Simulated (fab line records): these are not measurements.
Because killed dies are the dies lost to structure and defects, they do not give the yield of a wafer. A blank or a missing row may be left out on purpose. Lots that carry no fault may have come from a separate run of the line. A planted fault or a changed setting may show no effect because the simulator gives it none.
fab line records | flow rit_cmos | part 1 of 2: steps 1 to 26 of 35
[record] lots = 5 wafers = 15 last_day = 7
route steps=202 shown ACTIVE@8 FOX1@20 FOX2@23 NWELL@28 PWELL@39
lots that met no fault: from a run of the same line without faults
start_h: hours from the record's opening day to when the first of the lot's shown wafers began | wait_h: hours from the lot's prior step to this one | " the same as in the row above | L1.1+2: several wafers, shown together as one row | - no value, or no start was given | * or withheld: withheld | < > ~ a bound
route shown NAME@n: names a module that has steps shown in the file, with the first one's number in the route | usual: mean/standard deviation of fault-free wafers | same: alike in all rows | chamber/n: place in a boat | sites: each site's reading | _std_site: the standard deviation of these | _edge_site: inner sites' mean taken away from outer sites' mean | radius_mm: how far each site lies from the wafer's centre | mask NAME#n: copy n | behind: the tool/chamber that last shaped the wafer | hold: the reason the lot was held/the length of the hold in hours/how it ended | device: transistor that didn't switch, given as n, p or np | end of line: tests of these same wafers at the route's end | a step given without rows: its recipe and nothing more | killed: at the first sort, the dies lost to defects and structure; wafer yield is something else | map: a wafer's dies, x killed, . not, _ none there
set.NAME: the setting that was run; set.NAME@STEP: the one run at that earlier step | model.NAME: the simulator's own value behind a step, which no gauge read
lots at some steps of the route; a table a step, a row a wafer
services: from which hour (start_h, from the record's first day; less than 0 if before it) a tool's chamber was out of use, for how many hours, and why
[[steps]]
[step RIT_ACTIVE_SOFTBAKE_07]
[recipe] resist = NOVOLAK temp_c = 90 time_s = 60
[usual] chill_plate_temp_C = 23.01/0.1 heater_power_total_W = 34.57/0.047
// columns lot.wafer tool chamber start_h wait_h chill_plate_temp_C heater_power_total_W
L075.2 litho_track-04 0 18.94 0.1 22.96 34.57
L075.3 " 0 " " 22.81 34.56
L075.6 " 0 " " 23.11 34.53
L077.3 litho_track-02 0 28.94 0.1 22.95 34.56
L077.4 " 0 " " 22.94 34.63
L077.6 " 0 " " 22.78 34.59
L078.1 litho_track-02 0 33.89 0.1 22.90 34.61
L078.5 " 0 " " 22.94 34.56
L078.6 " 0 " " 22.90 34.55
L089.1 litho_track-04 0 88.89 0.1 23.09 34.59
L089.2 " 0 " " 23.05 34.61
L089.4 " 0 " " 23.07 34.46
L096.1 litho_track-04 0 123.93 0.1 23.12 34.54
L096.3 " 0 " " 22.89 34.60
L096.4 " 0 " " 22.81 34.52
[step RIT_ACTIVE_EXPOSE_08]
[recipe] mask_id = M1 na = 0.6 source_shape = conventional sigma_outer = 0.6 target_cd_nm = 1400 dose_mj = 225
[usual] reticle_temp_C = 23.03/0.12
// columns lot.wafer tool chamber start_h wait_h mask reticle_temp_C
L075.2 iline_stepper-02 0 19.21 0.2 M1#0 23.22
L075.3 " 0 " " M1#0 22.94
L075.6 " 0 " " M1#0 23.06
L077.3 iline_stepper-01 0 29.20 0.2 M1#0 23.04
L077.4 " 0 " " M1#0 22.96
L077.6 " 0 " " M1#0 23.02
L078.1 iline_stepper-02 0 34.16 0.2 M1#0 23.01
L078.5 " 0 " " M1#0 22.90
L078.6 " 0 " " M1#0 22.94
L089.1 iline_stepper-02 0 89.04 0.1 M1#0 23.16
L089.2 " 0 " " M1#0 23.21
L089.4 " 0 " " M1#0 23.13
L096.1 iline_stepper-02 0 124.08 0.1 M1#0 23.09
L096.3 " 0 " " M1#0 22.91
L096.4 " 0 " " M1#0 22.98
[step RIT_ACTIVE_PEB_09]
[recipe] resist = NOVOLAK temp_c = withheld time_s = withheld
[usual] chill_plate_temp_C = *
// columns lot.wafer tool chamber start_h wait_h chill_plate_temp_C
L075.2 litho_track-03 0 19.33 0.1 *
L075.3 " 0 " " *
L075.6 " 0 " " *
L077.3 litho_track-03 0 29.33 0.1 *
L077.4 " 0 " " *
L077.6 " 0 " " *
L078.1 litho_track-03 0 34.28 0.1 *
L078.5 " 0 " " *
L078.6 " 0 " " *
L089.1 litho_track-02 0 89.16 0.1 *
L089.2 " 0 " " *
L089.4 " 0 " " *
L096.1 litho_track-02 0 124.29 0.2 *
L096.3 " 0 " " *
L096.4 " 0 " " *
[step RIT_ACTIVE_DEVELOP_10]
[recipe] resist = NOVOLAK develop_time_s = 50 dev_temp_c = 23
[usual] chill_plate_temp_C = 23.02/0.1
// columns lot.wafer tool chamber start_h wait_h chill_plate_temp_C
L075.2 litho_track-03 0 - - 23.11
L075.3 " 0 " " 22.96
L075.6 " 0 " " 23.11
L077.3 litho_track-03 0 - - 23.14
L077.4 " 0 " " 23.11
L077.6 " 0 " " 23.24
L078.1 litho_track-03 0 - - 23.01
L078.5 " 0 " " 22.96
L078.6 " 0 " " 23.05
L089.1 litho_track-02 0 - - 23.08
L089.2 " 0 " " 23.05
L089.4 " 0 " " 23.05
L096.1 litho_track-02 0 - - 23.13
L096.3 " 0 " " 23.07
L096.4 " 0 " " 22.89
[step RIT_ACTIVE_CD_MEAS_11]
[recipe] target_cd_nm = 1400
[usual] cd_nm = 1400.6/2.2
// columns lot.wafer tool chamber start_h wait_h cd_nm
L075.2 cd_sem-01 - 19.61 - 1402.5
L075.3 " - " " 1402.6
L075.6 " - " " 1402.1
L077.3 cd_sem-01 - 29.60 - 1402.3
L077.4 " - " " 1404.0
L077.6 " - " " 1403.1
L078.1 cd_sem-01 - 34.56 - 1400.5
L078.5 " - " " 1400.1
L078.6 " - " " 1400.7
L089.1 cd_sem-02 - 89.44 - 1400.4
L089.2 " - " " 1400.1
L089.4 " - " " 1398.3
L096.1 cd_sem-02 - 124.57 - 1395.5
L096.3 " - " " 1393.5
L096.4 " - " " 1395.3
[step RIT_ACTIVE_HARDBAKE_12]
[recipe] resist = NOVOLAK temp_c = 140 time_s = 60
[usual] chill_plate_temp_C = 22.99/0.1 heater_power_total_W = 62.55/0.05
// columns lot.wafer tool chamber start_h wait_h chill_plate_temp_C heater_power_total_W
L075.2 litho_track-02 0 19.73 0.1 23.12 62.53
L075.3 " 0 " " 23.15 62.58
L075.6 " 0 " " 22.91 62.54
L077.3 litho_track-03 0 29.73 0.1 22.91 62.51
L077.4 " 0 " " 23.05 62.50
L077.6 " 0 " " 22.95 62.59
L078.1 litho_track-03 0 34.68 0.1 23.10 62.52
L078.5 " 0 " " 23.04 62.55
L078.6 " 0 " " 23.14 62.50
L089.1 litho_track-03 0 89.56 0.1 23.17 62.50
L089.2 " 0 " " 22.91 62.57
L089.4 " 0 " " 23.02 62.58
L096.1 litho_track-03 0 124.87 0.3 23.03 62.48
L096.3 " 0 " " 22.85 62.66
L096.4 " 0 " " 22.96 62.48
[step RIT_ACTIVE_ETCH_13]
[recipe] stop_on = SiO2 chemistry = SF6 target = Si3N4 time_s = 210 over_etch_frac = 0.3613 SF6_flow_sccm = 200 pressure_mtorr = 260 rf_w = 125 target_depth_a = 2100
[usual] drypump_motor_current_A = 5.8/0.44 oes_product_au = 0.825/0.013 throttle_valve_pct = 7.52/0.1
// columns lot.wafer tool chamber start_h wait_h drypump_motor_current_A oes_product_au rf_hours_counter_h throttle_valve_pct
L075.2 rie_diel-01 1 19.86 0.1 5.7 0.837 151 7.57
L075.3 " 3 " " 6.1 0.815 67 7.27
L075.6 " 1 " " 5.7 0.834 - 7.57
L077.3 rie_diel-04 3 29.83 0.1 6.1 0.835 12 7.35
L077.4 " 0 " " 5.3 0.826 130 7.60
L077.6 " 2 " " 5.8 0.804 - 7.67
L078.1 rie_diel-03 3 34.83 0.1 6.4 0.793 110 7.49
L078.5 " 2 " " 5.3 0.833 - 7.56
L078.6 " 1 " " 5.2 0.822 - 7.62
L089.1 rie_diel-03 0 89.71 0.1 6.4 0.813 2 7.48
L089.2 " 3 " " 6.4 0.811 111 7.49
L089.4 " 1 " " 5.2 0.831 99 7.61
L096.1 rie_diel-04 1 125.02 0.1 5.7 0.853 139 7.56
L096.3 " 0 " " 5.4 0.832 131 7.59
L096.4 " 2 " " 5.8 0.812 5 7.67
[step RIT_ACTIVE_STRIP_14]
[recipe] chemistry = O2 time_s = 180 resist = NOVOLAK platen_temp_c = withheld power_w = 500 pressure_mtorr = 4000 o2_flow_sccm = 4000
[usual] drypump_motor_current_A = 5.6/0.47 o2_flow_sccm = 4001/12
// columns lot.wafer tool chamber start_h wait_h drypump_motor_current_A o2_flow_sccm rf_hours_counter_h
L075.2 plasma_asher-01 0 19.99 0.1 4.8 3996 37
L075.3 " 1 " " 5.8 4006 -
L075.6 " 0 " " 4.8 3999 -
L077.3 plasma_asher-04 0 30.03 0.1 6.0 3990 -
L077.4 " 1 " " 5.4 4018 -
L077.6 " 0 " " 6.0 3970 -
L078.1 plasma_asher-04 0 34.97 0.1 6.1 4001 25
L078.5 " 1 " " 5.4 4004 -
L078.6 " 0 " " 6.0 4009 -
L089.1 plasma_asher-04 0 89.84 0.1 6.0 4008 31
L089.2 " 1 " " 5.4 4000 31
L089.4 " 1 " " 5.4 3993 -
L096.1 plasma_asher-02 1 125.15 0.1 6.2 4008 1
L096.3 " 1 " " 6.2 4008 -
L096.4 " 0 " " 5.2 3994 -
[step RIT_ACTIVE_CD_MEAS_90]
[recipe] target_cd_nm = 1400
[usual] cd_nm = 1400.6/2.2
// columns lot.wafer tool chamber start_h wait_h cd_nm
L075.2 cd_sem-01 - 20.19 0.1 1402.6
L075.3 " - " " 1402.4
L075.6 " - " " 1402.2
L077.3 cd_sem-01 - 30.18 0.1 1402.1
L077.4 " - " " 1403.8
L077.6 " - " " 1402.3
L078.1 cd_sem-01 - 35.14 0.1 1400.7
L078.5 " - " " 1399.8
L078.6 " - " " 1400.9
L089.1 cd_sem-01 - 90.02 0.1 1400.3
L089.2 " - " " 1400.8
L089.4 " - " " 1398.4
L096.1 cd_sem-02 - 125.33 0.1 1395.2
L096.3 " - " " 1393.8
L096.4 " - " " 1395.4
[step RIT_ACTIVE_CLEAN_15]
[recipe] chemistry = SC1 mix = 3:3:50 time_s = 600 temp_c = 75
// columns lot.wafer tool chamber start_h wait_h
L075.2+3+6 wet_bench-02 2 20.29 0.1
L077.3+4+6 wet_bench-04 2 30.26 0.1
L078.1+5+6 wet_bench-04 0 35.26 0.1
L089.1+2+4 wet_bench-02 2 90.14 0.1
L096.1+3+4 wet_bench-02 3 125.45 0.1
[step RIT_ACTIVE_CLEAN_16]
[recipe] chemistry = dHF dilution = 50:1 time_s = 30
// columns lot.wafer tool chamber start_h wait_h
L075.2+3+6 wet_bench-01 0 20.46 0.0
L077.3+4+6 wet_bench-01 0 30.44 0.0
L078.1+5+6 wet_bench-01 0 35.44 0.0
L089.1+2+4 wet_bench-04 0 90.31 0.0
L096.1+3+4 wet_bench-04 3 125.62 0.0
[step RIT_ACTIVE_CLEAN_17]
[recipe] chemistry = SC2 mix = 3:3:50 time_s = 600 temp_c = 75 dry = n2_spin
// columns lot.wafer tool chamber start_h wait_h
L075.2+3+6 wet_bench-04 3 20.48 0.0
L077.3+4+6 wet_bench-02 2 30.45 0.0
L078.1+5+6 wet_bench-04 0 35.45 0.0
L089.1+2+4 wet_bench-02 1 90.33 0.0
L096.1+3+4 wet_bench-02 0 125.64 0.0
[step RIT_FOX1_OXIDATION_00]
[recipe] temp_c = 1100 ambient = H2O target_thk_a = 3507 p_h2o_torr = 720 ox_time_s = 1130
[usual] spike_tc_load_C = 1127.4/2.7 spike_tc_source_C = 1125/4.6 tube_center_temp_C_max = 1102.9/0.44 zone_power_centre_pct = 57/8.6
// columns lot.wafer tool chamber start_h wait_h spike_tc_load_C spike_tc_source_C tube_center_temp_C_max zone_power_centre_pct
L075.2 furnace-03 0 20.66 0.0 1125.3 1132 1103.6 61
L075.3 " 0 " " 1124.3 1131 1102.5 60
L075.6 " 0 " " 1126.1 1130 1103.3 60
L077.3 furnace-02 0 30.63 0.0 1129.8 1119 1102.7 63
L077.4 " 0 " " 1131.4 1119 1103.6 62
L077.6 " 0 " " 1131.4 1120 1102.9 62
L078.1 furnace-01 0 35.63 0.0 1125.8 1126 1103.5 42
L078.5 " 0 " " 1124.9 1125 1102.4 41
L078.6 " 0 " " 1126.4 1127 1103.1 42
L089.1 furnace-03 0 90.94 0.4 1124.9 1130 1103.1 61
L089.2 " 0 " " 1125.5 1131 1103.3 61
L089.4 " 0 " " 1125.3 1130 1102.8 63
L096.1 furnace-01 0 125.81 0.0 1124.3 1126 1102.8 42
L096.3 " 0 " " 1125.3 1127 1103.2 43
L096.4 " 0 " " 1125.1 1125 1102.4 42
[step RIT_FOX1_THK_MEAS_01]
[recipe] reads = SiO2_of_FOX1_OXIDATION_00
[usual] FOX1_OXIDE_THK = 352/5.8
// columns lot.wafer tool chamber start_h wait_h FOX1_OXIDE_THK[nm]
L075.2 film_metro-02 - 21.98 0.0 349
L075.3 " - " " 349
L075.6 " - " " 360
L077.3 film_metro-04 - 31.96 0.0 353
L077.4 " - " " 357
L077.6 " - " " 354
L078.1 film_metro-02 - 36.94 0.0 357
L078.5 " - " " 355
L078.6 " - " " 361
L089.1 film_metro-04 - 92.26 0.0 364
L089.2 " - " " 365
L089.4 " - " " 365
L096.1 film_metro-04 - 127.13 0.0 347
L096.3 " - " " 351
L096.4 " - " " 347
[step RIT_FOX1_WET_ETCH_02]
[recipe] chemistry = BOE target_depth_nm = 350 time_s = 390 temp_c = 21.5 dry = n2_spin dilution = 10:1 target = SiO2
// columns lot.wafer tool chamber start_h wait_h
L075.2+3+6 wet_bench-03 1 22.03 0.0
L077.3+4+6 wet_bench-04 2 32.00 0.0
L078.1+5+6 wet_bench-03 0 37.00 0.1
L089.1+2+4 wet_bench-03 1 92.32 0.1
L096.1+3+4 wet_bench-04 2 127.19 0.1
[step RIT_FOX2_OXIDATION_00]
[recipe] temp_c = 1100 ambient = H2O target_thk_a = 3507 p_h2o_torr = 720 ox_time_s = 1130
[usual] spike_tc_load_C = 1125.3/1.1 spike_tc_source_C = 1127.9/2.5 tube_center_temp_C_max = 1102.8/0.42 zone_power_centre_pct = 52/8.6
// columns lot.wafer tool chamber start_h wait_h spike_tc_load_C spike_tc_source_C tube_center_temp_C_max zone_power_centre_pct
L075.2 furnace-01 0 22.86 0.7 1125.0 1124.6 1103.3 41
L075.3 " 0 " " 1125.7 1124.4 1103.2 42
L075.6 " 0 " " 1125.2 1126.3 1102.8 42
L077.3 furnace-03 0 32.12 0.0 1126.3 1131.0 1102.9 62
L077.4 " 0 " " 1124.4 1128.7 1102.7 61
L077.6 " 0 " " 1124.2 1131.1 1102.4 60
L078.1 furnace-01 0 37.12 0.0 1125.8 1124.3 1102.4 42
L078.5 " 0 " " 1125.2 1124.3 1102.4 42
L078.6 " 0 " " 1126.4 1123.7 1103.2 42
L089.1 furnace-03 0 94.01 1.6 1124.7 1130.1 1102.6 61
L089.2 " 0 " " 1126.4 1128.7 1102.5 60
L089.4 " 0 " " 1124.4 1130.7 1102.7 61
L096.1 furnace-04 0 127.68 0.4 1125.3 1126.4 1102.9 53
L096.3 " 0 " " 1126.0 1128.9 1103.5 52
L096.4 " 0 " " 1126.4 1127.5 1102.9 52
[step RIT_FOX2_THK_MEAS_01]
[recipe] reads = SiO2_of_FOX2_OXIDATION_00
[usual] FOX2_OXIDE_THK = 352/6.6
// columns lot.wafer tool chamber start_h wait_h FOX2_OXIDE_THK[nm]
L075.2 film_metro-02 - 24.18 0.0 363
L075.3 " - " " 360
L075.6 " - " " 356
L077.3 film_metro-04 - 33.45 0.0 359
L077.4 " - " " 360
L077.6 " - " " 361
L078.1 film_metro-03 - 38.43 0.0 351
L078.5 " - " " 352
L078.6 " - " " 356
L089.1 film_metro-02 - 95.32 0.0 356
L089.2 " - " " 352
L089.4 " - " " 356
L096.1 film_metro-04 - 129.00 0.0 340
L096.3 " - " " 339
L096.4 " - " " 341
[step RIT_FOX2_CLEAN_02]
[recipe] chemistry = dHF dilution = 50:1 time_s = 180
// columns lot.wafer tool chamber start_h wait_h
L075.2+3+6 wet_bench-01 0 24.23 0.0
L077.3+4+6 wet_bench-03 2 33.49 0.0
L078.1+5+6 wet_bench-04 1 38.49 0.1
L089.1+2+4 wet_bench-04 0 95.38 0.1
L096.1+3+4 wet_bench-03 1 129.06 0.1
[step RIT_FOX2_WET_ETCH_03]
[recipe] chemistry = H3PO4 target = Si3N4 target_depth_nm = 195 temp_c = 165 time_s = 2700
// columns lot.wafer tool chamber start_h wait_h
L075.2+3+6 wet_bench-03 1 24.29 0.0
L077.3+4+6 wet_bench-01 0 33.55 0.0
L078.1+5+6 wet_bench-03 3 38.56 0.0
L089.1+2+4 wet_bench-01 3 95.44 0.0
L096.1+3+4 wet_bench-01 1 129.11 0.0
[step RIT_FOX2_THK_MEAS_90]
[recipe] reads = SiO2_of_FOX2_OXIDATION_00
[usual] FIELD_OXIDE_LEFT_1_THK = 325/6.7
// columns lot.wafer tool chamber start_h wait_h FIELD_OXIDE_LEFT_1_THK[nm]
L075.2 film_metro-03 - 25.06 0.0 336
L075.3 " - " " 333
L075.6 " - " " 329
L077.3 film_metro-04 - 34.33 0.0 331
L077.4 " - " " 332
L077.6 " - " " 333
L078.1 film_metro-02 - 39.32 0.0 323
L078.5 " - " " 324
L078.6 " - " " 329
L089.1 film_metro-03 - 96.20 0.0 329
L089.2 " - " " 325
L089.4 " - " " 329
L096.1 film_metro-04 - 129.87 0.0 312
L096.3 " - " " 310
L096.4 " - " " 313
[step RIT_NWELL_HMDS_00]
[recipe] prime_time_s = 60 prime_temp_c = 140
[usual] chill_plate_temp_C = 22.99/0.1
// columns lot.wafer tool chamber start_h wait_h chill_plate_temp_C
L075.2 litho_track-01 0 25.13 0.1 23.04
L075.3 " 0 " " 22.99
L075.6 " 0 " " 22.93
L077.3 litho_track-04 0 34.42 0.1 22.85
L077.4 " 0 " " 22.85
L077.6 " 0 " " 23.04
L078.1 litho_track-01 0 39.38 0.1 22.80
L078.5 " 0 " " 22.98
L078.6 " 0 " " 22.97
L089.1 litho_track-04 0 96.26 0.1 23.00
L089.2 " 0 " " 23.11
L089.4 " 0 " " 23.16
L096.1 litho_track-04 0 129.93 0.1 22.85
L096.3 " 0 " " 22.77
L096.4 " 0 " " 22.94
[step RIT_NWELL_COAT_01]
[recipe] resist = NOVOLAK spin_rpm = 2000 resist_thk_nm = 1300
[usual] chill_plate_temp_C = 23.01/0.11
// columns lot.wafer tool chamber start_h wait_h chill_plate_temp_C
L075.2 litho_track-01 0 25.28 0.1 23.11
L075.3 " 0 " " 23.05
L075.6 " 0 " " 23.02
L077.3 litho_track-04 0 34.57 0.1 23.13
L077.4 " 0 " " 22.87
L077.6 " 0 " " 23.10
L078.1 litho_track-01 0 39.53 0.1 23.13
L078.5 " 0 " " 23.16
L078.6 " 0 " " 23.25
L089.1 litho_track-04 0 96.41 0.1 22.84
L089.2 " 0 " " 23.01
L089.4 " 0 " " 22.92
L096.1 litho_track-04 0 130.08 0.1 22.89
L096.3 " 0 " " 22.93
L096.4 " 0 " " 22.96
[step RIT_NWELL_SOFTBAKE_02]
[recipe] resist = NOVOLAK temp_c = 90 time_s = 60
[usual] chill_plate_temp_C = 23.00/0.11 heater_power_total_W = 34.56/0.051
// columns lot.wafer tool chamber start_h wait_h chill_plate_temp_C heater_power_total_W
L075.2 litho_track-01 0 25.43 0.1 22.99 34.60
L075.3 " 0 " " 22.88 34.61
L075.6 " 0 " " 22.82 34.51
L077.3 litho_track-04 0 34.72 0.1 22.97 34.50
L077.4 " 0 " " 23.02 34.60
L077.6 " 0 " " 22.85 34.60
L078.1 litho_track-01 0 39.68 0.1 22.93 34.50
L078.5 " 0 " " 23.13 34.63
L078.6 " 0 " " 22.93 34.47
L089.1 litho_track-04 0 96.56 0.1 23.10 34.60
L089.2 " 0 " " 22.91 34.52
L089.4 " 0 " " 23.10 34.59
L096.1 litho_track-04 0 130.23 0.1 22.86 34.58
L096.3 " 0 " " 23.00 34.53
L096.4 " 0 " " 23.01 34.54
[step RIT_NWELL_EXPOSE_03]
[recipe] mask_id = M2 na = 0.57 target_cd_nm = 43900 dose_mj = 250
[usual] reticle_temp_C = 23.01/0.1
// columns lot.wafer tool chamber start_h wait_h mask reticle_temp_C
L075.2 iline_stepper-02 0 25.70 0.2 M2#0 23.02
L075.3 " 0 " " M2#0 23.02
L075.6 " 0 " " M2#0 23.01
L077.3 iline_stepper-02 0 34.98 0.2 M2#0 22.98
L077.4 " 0 " " M2#0 23.18
L077.6 " 0 " " M2#0 23.12
L078.1 iline_stepper-01 0 40.05 0.3 M2#0 23.05
L078.5 " 0 " " M2#0 22.88
L078.6 " 0 " " M2#0 22.80
L089.1 iline_stepper-01 0 96.84 0.2 M2#0 22.89
L089.2 " 0 " " M2#0 22.93
L089.4 " 0 " " M2#0 22.95
L096.1 iline_stepper-01 0 130.38 0.1 M2#0 22.94
L096.3 " 0 " " M2#0 22.81
L096.4 " 0 " " M2#0 23.02
[step RIT_NWELL_PEB_04]
[recipe] resist = NOVOLAK temp_c = withheld time_s = withheld
[usual] chill_plate_temp_C = *
// columns lot.wafer tool chamber start_h wait_h chill_plate_temp_C
L075.2 litho_track-03 0 25.83 0.1 *
L075.3 " 0 " " *
L075.6 " 0 " " *
L077.3 litho_track-01 0 35.11 0.1 *
L077.4 " 0 " " *
L077.6 " 0 " " *
L078.1 litho_track-01 0 40.16 0.1 *
L078.5 " 0 " " *
L078.6 " 0 " " *
L089.1 litho_track-01 0 96.95 0.1 *
L089.2 " 0 " " *
L089.4 " 0 " " *
L096.1 litho_track-04 0 130.50 0.1 *
L096.3 " 0 " " *
L096.4 " 0 " " *
[step RIT_NWELL_DEVELOP_05]
[recipe] resist = NOVOLAK develop_time_s = 68 dev_temp_c = 23
[usual] chill_plate_temp_C = 23.00/0.1
// columns lot.wafer tool chamber start_h wait_h chill_plate_temp_C
L075.2 litho_track-03 0 - - 22.95
L075.3 " 0 " " 23.01
L075.6 " 0 " " 22.97
L077.3 litho_track-01 0 - - 23.02
L077.4 " 0 " " 22.97
L077.6 " 0 " " 22.82
L078.1 litho_track-01 0 - - 22.97
L078.5 " 0 " " 23.13
L078.6 " 0 " " 23.05
L089.1 litho_track-01 0 - - 22.91
L089.2 " 0 " " 23.14
L089.4 " 0 " " 23.04
L096.1 litho_track-04 0 - - 22.83
L096.3 " 0 " " 22.93
L096.4 " 0 " " 22.97
